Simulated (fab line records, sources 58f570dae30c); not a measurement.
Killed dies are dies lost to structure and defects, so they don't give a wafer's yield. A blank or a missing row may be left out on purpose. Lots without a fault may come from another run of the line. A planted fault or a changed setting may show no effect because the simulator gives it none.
One fault seen from 2 desks | flow berkeley_cmos170 | each desk has only its own numbers; what lay behind them comes last

THE TOOL OWNER'S DESK: krf_scanner-01
The tool's own readings at UCB170_V2_EXPOSE_09 (exposes mask VIA2, target cd 700 nm): means of the sampled wafers that have a number, for each lot that ran on this tool. A lot is out of limits, marked OUT, if its mean lies more than 4 standard deviations from the usual mean; the brackets give that distance.
Columns: A = exposure_dose_mJ_cm2 at UCB170_V2_EXPOSE_09, usual 37.01; B = stage_vel_mm_s at UCB170_V2_EXPOSE_09, usual 499.96 mm/s
lot  | first seen here | A                | B
L552 | day 8 03:23     | 37.00            | 500.08
L553 | day 9 12:28     | 36.96            | 500.10
L554 | day 9 12:48     | 37.07            | 500.23
L557 | day 10 06:59    | 36.78 (-6.6) OUT | 499.96
L569 | day 13 08:13    | 36.99            | 499.85
L573 | day 13 11:41    | 37.01            | 500.10
L571 | day 13 13:26    | 37.00            | 500.41
This desk's finding: out of limits on L557; first on L557, day 10 06:59 (exposure_dose_mJ_cm2 at UCB170_V2_EXPOSE_09). In limits: L552, L553, L554, L569, L573, L571.

THE METROLOGY DESK
What the gauges read, lot by lot, whatever tool the lot ran on: means of the sampled wafers that have a number. A lot is out of limits, marked OUT, if its mean lies more than 4 standard deviations from the usual mean; the brackets give that distance.
Columns: A = NLDD_RS at UCB170_SDANNEAL_RS_MEAS_05, usual 615.7 ohm/sq; B = cd_nm at UCB170_M3_CD_MEAS_90, usual 700 nm
lot  | first seen here | A     | B
L552 | day 7 10:38     | 616.3 | 694
L553 | day 8 14:53     | 617.4 | 697
L554 | day 8 15:05     | 617.6 | 700
L555 | day 8 15:16     | 615.1 | 706
L557 | day 9 10:35     | 613.9 | 700
L568 | day 11 06:32    | 617.0 | 699
L572 | day 12 09:11    | 614.0 | 700
L569 | day 12 09:28    | 616.6 | 696
L571 | day 12 09:45    | 614.6 | 701
L574 | day 12 10:07    | 616.6 | 701
L570 | day 12 10:14    | 615.1 | 703
L573 | day 12 10:14    | 612.2 | 700
L575 | day 12 12:11    | 617.4 | 699
This desk's finding: nothing out of limits on any of the 13 lots.

PUT TOGETHER
The tool owner's desk could have raised an alarm at day 10 06:59, on L557.
The metrology desk saw nothing out of limits.
The metrology desk has L557 on record, within its limits.
Of the lots named, all ran UCB170_V2_EXPOSE_09 on krf_scanner-01.

WHAT THE SIMULATOR HAD PUT IN
Process parameter drift: krf_scanner-01, from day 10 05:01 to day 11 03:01, at UCB170_V2_EXPOSE_09. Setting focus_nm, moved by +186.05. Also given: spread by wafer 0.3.
Lots struck among those shown: L557.
Hours from the fault's start to each desk's first reading out of limits: the tool owner's desk, 2.
